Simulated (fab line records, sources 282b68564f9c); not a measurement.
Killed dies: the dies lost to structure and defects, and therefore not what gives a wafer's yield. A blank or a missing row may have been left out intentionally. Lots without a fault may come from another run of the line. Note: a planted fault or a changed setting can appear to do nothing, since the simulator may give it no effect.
Which tool was responsible? / flow rit-cmos / 39 wafers from 13 lots sampled at 3 of the route's 202 steps

== WHAT THE GAUGES READ, wafer by wafer ==
RIT_SILICIDE_RS_MEAS_02: uses a four-point probe to measure. Usual: SILICIDE_TI_RS typically reads 46.2 ohm/sq, with standard deviation 0.58.
lot=L304; measured=day 3 10:31; on=film-metro-02; SILICIDE_TI_RS (ohm/sq)=46.4 46.1 46.8; flag=
lot=L305; measured=day 3 15:39; on=film-metro-02; SILICIDE_TI_RS (ohm/sq)=45.1 45.5 45.3; flag=
lot=L306; measured=day 3 18:16; on=film-metro-03; SILICIDE_TI_RS (ohm/sq)=46.3 46.2 46.2; flag=
lot=L307; measured=day 3 20:52; on=film-metro-02; SILICIDE_TI_RS (ohm/sq)=46.4 45.7 45.6; flag=
lot=L308; measured=day 4 09:35; on=film-metro-03; SILICIDE_TI_RS (ohm/sq)=47.3 46.7 46.5; flag=
lot=L310; measured=day 4 13:07; on=film-metro-04; SILICIDE_TI_RS (ohm/sq)=46.5 46.0 46.2; flag=
lot=L311; measured=day 5 00:00; on=film-metro-02; SILICIDE_TI_RS (ohm/sq)=45.4 46.1 46.3; flag=
lot=L312; measured=day 5 02:04; on=film-metro-03; SILICIDE_TI_RS (ohm/sq)=45.4 45.3 45.6; flag=
lot=L313; measured=day 5 07:01; on=film-metro-02; SILICIDE_TI_RS (ohm/sq)=45.9 46.5 46.8; flag=
lot=L314; measured=day 5 10:49; on=film-metro-02; SILICIDE_TI_RS (ohm/sq)=45.8 45.3 46.4; flag=
lot=L315; measured=day 5 20:39; on=film-metro-03; SILICIDE_TI_RS (ohm/sq)=46.2 45.7 46.2; flag=
lot=L317; measured=day 5 23:43; on=film-metro-03; SILICIDE_TI_RS (ohm/sq)=47.1 47.3 46.4; flag=
lot=L323; measured=day 7 21:13; on=film-metro-02; SILICIDE_TI_RS (ohm/sq)=46.0 45.3 43.1; flag=

RIT_SILICIDE_THK_MEAS_03: measures by xrf. Usual: SILICIDE_TI_THK typically reads 30.7 nm, with standard deviation 0.34.
lot=L304; measured=day 3 10:38; on=film-metro-02; SILICIDE_TI_THK (nm)=30.6 30.9 30.3; flag=
lot=L305; measured=day 3 15:46; on=film-metro-02; SILICIDE_TI_THK (nm)=31.3 31.0 31.1; flag=
lot=L306; measured=day 3 18:23; on=film-metro-03; SILICIDE_TI_THK (nm)=30.6 30.6 30.9; flag=
lot=L307; measured=day 3 20:59; on=film-metro-02; SILICIDE_TI_THK (nm)=30.5 31.0 30.9; flag=
lot=L308; measured=day 4 09:42; on=film-metro-03; SILICIDE_TI_THK (nm)=30.0 30.4 30.6; flag=
lot=L310; measured=day 4 13:14; on=film-metro-04; SILICIDE_TI_THK (nm)=30.5 30.7 30.6; flag=
lot=L311; measured=day 5 00:07; on=film-metro-02; SILICIDE_TI_THK (nm)=30.9 30.5 30.6; flag=
lot=L312; measured=day 5 02:11; on=film-metro-03; SILICIDE_TI_THK (nm)=31.1 31.2 31.1; flag=
lot=L313; measured=day 5 07:08; on=film-metro-02; SILICIDE_TI_THK (nm)=30.6 30.5 30.0; flag=
lot=L314; measured=day 5 10:56; on=film-metro-02; SILICIDE_TI_THK (nm)=30.5 31.0 30.6; flag=
lot=L315; measured=day 5 20:46; on=film-metro-03; SILICIDE_TI_THK (nm)=30.7 31.0 30.7; flag=
lot=L317; measured=day 5 23:50; on=film-metro-03; SILICIDE_TI_THK (nm)=30.4 30.2 30.5; flag=
lot=L323; measured=day 7 21:20; on=film-metro-02; SILICIDE_TI_THK (nm)=30.8 31.2 32.6; flag=

== WHICH TOOL RAN EACH LOT (tool, then ch and the chambers of the sampled wafers, then the start) ==
lot=L304; RIT_SILICIDE_SPUTTER_01=pvd-sputter-02, day 3 10:22
lot=L305; RIT_SILICIDE_SPUTTER_01=pvd-sputter-02, day 3 15:29
lot=L306; RIT_SILICIDE_SPUTTER_01=pvd-sputter-03, day 3 18:06
lot=L307; RIT_SILICIDE_SPUTTER_01=pvd-sputter-02, day 3 20:43
lot=L308; RIT_SILICIDE_SPUTTER_01=pvd-sputter-03, day 4 09:25
lot=L310; RIT_SILICIDE_SPUTTER_01=pvd-sputter-03, day 4 12:58
lot=L311; RIT_SILICIDE_SPUTTER_01=pvd-sputter-03, day 4 23:51
lot=L312; RIT_SILICIDE_SPUTTER_01=pvd-sputter-04, day 5 01:55
lot=L313; RIT_SILICIDE_SPUTTER_01=pvd-sputter-03, day 5 06:52
lot=L314; RIT_SILICIDE_SPUTTER_01=pvd-sputter-04, day 5 10:40
lot=L315; RIT_SILICIDE_SPUTTER_01=pvd-sputter-03, day 5 20:29
lot=L317; RIT_SILICIDE_SPUTTER_01=pvd-sputter-02, day 5 23:34
lot=L323; RIT_SILICIDE_SPUTTER_01=pvd-sputter-04, day 7 21:04
- RIT_SILICIDE_SPUTTER_01: material Ti, target thk 30 nm, time 246.8 s.

== AS READ BY THE TOOLS THEMSELVES (means over the sampled wafers that have a number; for cases with no such wafer, the mark the record gives instead) ==
RIT_SILICIDE_SPUTTER_01. Usual: throttle-valve-pct 29.9 %, standard deviation 0.62.
lot=L304; tool=pvd-sputter-02; throttle-valve-pct (%)=29.8; flag=
lot=L305; tool=pvd-sputter-02; throttle-valve-pct (%)=30.2; flag=
lot=L306; tool=pvd-sputter-03; throttle-valve-pct (%)=29.4; flag=
lot=L307; tool=pvd-sputter-02; throttle-valve-pct (%)=29.7; flag=
lot=L308; tool=pvd-sputter-03; throttle-valve-pct (%)=29.4; flag=
lot=L310; tool=pvd-sputter-03; throttle-valve-pct (%)=29.8; flag=
lot=L311; tool=pvd-sputter-03; throttle-valve-pct (%)=29.7; flag=
lot=L312; tool=pvd-sputter-04; throttle-valve-pct (%)=31.0; flag=
lot=L313; tool=pvd-sputter-03; throttle-valve-pct (%)=29.5; flag=
lot=L314; tool=pvd-sputter-04; throttle-valve-pct (%)=30.2; flag=
lot=L315; tool=pvd-sputter-03; throttle-valve-pct (%)=29.4; flag=
lot=L317; tool=pvd-sputter-02; throttle-valve-pct (%)=30.2; flag=
lot=L323; tool=pvd-sputter-04; throttle-valve-pct (%)=30.2; flag=

== THE ANSWER, worked out from the rows above alone ==
Rule: lot off if the mean of its wafers having a number is beyond 3 standard deviations from the usual mean. Also off: a lot with no number at a reading for which 4 or more lots have one. The other lots that the step has rows for count as sound. After the gauges, taken in route order, come the tools' own readings; for these a lot's mean is taken, as printed above. At the first step where some lot is off, the reading lying furthest off is the one used; lots without a number count as furthest.
No lot is off at any reading shown: from this, nothing can be told.

== WHAT THE SIMULATOR HAD PUT IN ==
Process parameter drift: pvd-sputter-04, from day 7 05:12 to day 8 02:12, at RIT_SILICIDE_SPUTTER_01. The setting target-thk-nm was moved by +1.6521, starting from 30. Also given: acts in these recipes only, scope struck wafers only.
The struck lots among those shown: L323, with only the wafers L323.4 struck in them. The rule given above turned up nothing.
